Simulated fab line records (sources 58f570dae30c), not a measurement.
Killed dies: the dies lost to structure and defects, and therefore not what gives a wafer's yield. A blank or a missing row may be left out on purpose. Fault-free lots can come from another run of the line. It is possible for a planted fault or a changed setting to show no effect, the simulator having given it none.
2 desks, one fault | flow berkeley_cmos170 | numbers are kept per desk, each desk with only its own; the story behind them comes last

## FROM THE METROLOGY DESK
Means of the sampled wafers that have a number, per lot and without regard to the tool the lot ran on: this is what the gauges read. A lot is out of limits, marked OUT, if its mean lies more than 4 standard deviations from the usual mean; the brackets give that distance.
Columns: A = M3_OVL at UCB170_M3_OVL_MEAS_16, usual 1 nm; B = M3_BOW at UCB170_M3_BOW_MEAS_20, usual 36 um
lot  | first seen here | A  | B
L981 | day 8 23:15     | 1  | 41
L983 | day 8 23:32     | 6  | 47
L980 | day 8 23:48     | 3  | 37
L982 | day 9 01:14     | -1 | 37
L984 | day 9 10:41     | 0  | 43
L988 | day 9 23:34     | 7  | 42
L989 | day 10 16:16    | 10 | 33
L993 | day 10 22:56    | -7 | 36
L992 | day 10 23:33    | -1 | 41
L994 | day 11 00:17    | -7 | 24
L995 | day 11 15:56    | 1  | 35
L998 | day 12 03:24    | 1  | 41
L999 | day 12 05:35    | -3 | 40
L100 | day 12 10:50    | -2 | 36
Finding of this desk: none of the 14 lots has anything out of limits.

## DESK OF THE TOOL OWNER: wet_bench-04
The tool's own readings at UCB170_PWELL_CLEAN_00 (cleans in SPM, time 600 s): means of the sampled wafers that have a number, for each lot that ran on this tool. A lot is out of limits, marked OUT, if its mean lies more than 4 standard deviations from the usual mean; the brackets give that distance.
Columns: A = bath_guard_temp_C at UCB170_PWELL_CLEAN_00, usual 119.9 C; B = bath_heat_duty_pct at UCB170_PWELL_CLEAN_00, usual 13.0 %
lot  | first seen here | A     | B
L983 | day 3 17:37     | 119.4 | 11.1
L992 | day 5 23:17     | 119.7 | 15.3
L993 | day 5 23:17     | 119.7 | 14.1
L994 | day 5 23:17     | 119.9 | 13.1
L995 | day 6 10:58     | 119.7 | 14.3
L999 | day 6 22:11     | 119.7 | 14.8
Finding of this desk: none of the 6 lots has anything out of limits.

## ALL TOGETHER
Metrology desk: nothing out of limits seen.
Nothing out of limits was seen by the tool owner's desk.

## WHAT THE SIMULATOR HAD PUT IN
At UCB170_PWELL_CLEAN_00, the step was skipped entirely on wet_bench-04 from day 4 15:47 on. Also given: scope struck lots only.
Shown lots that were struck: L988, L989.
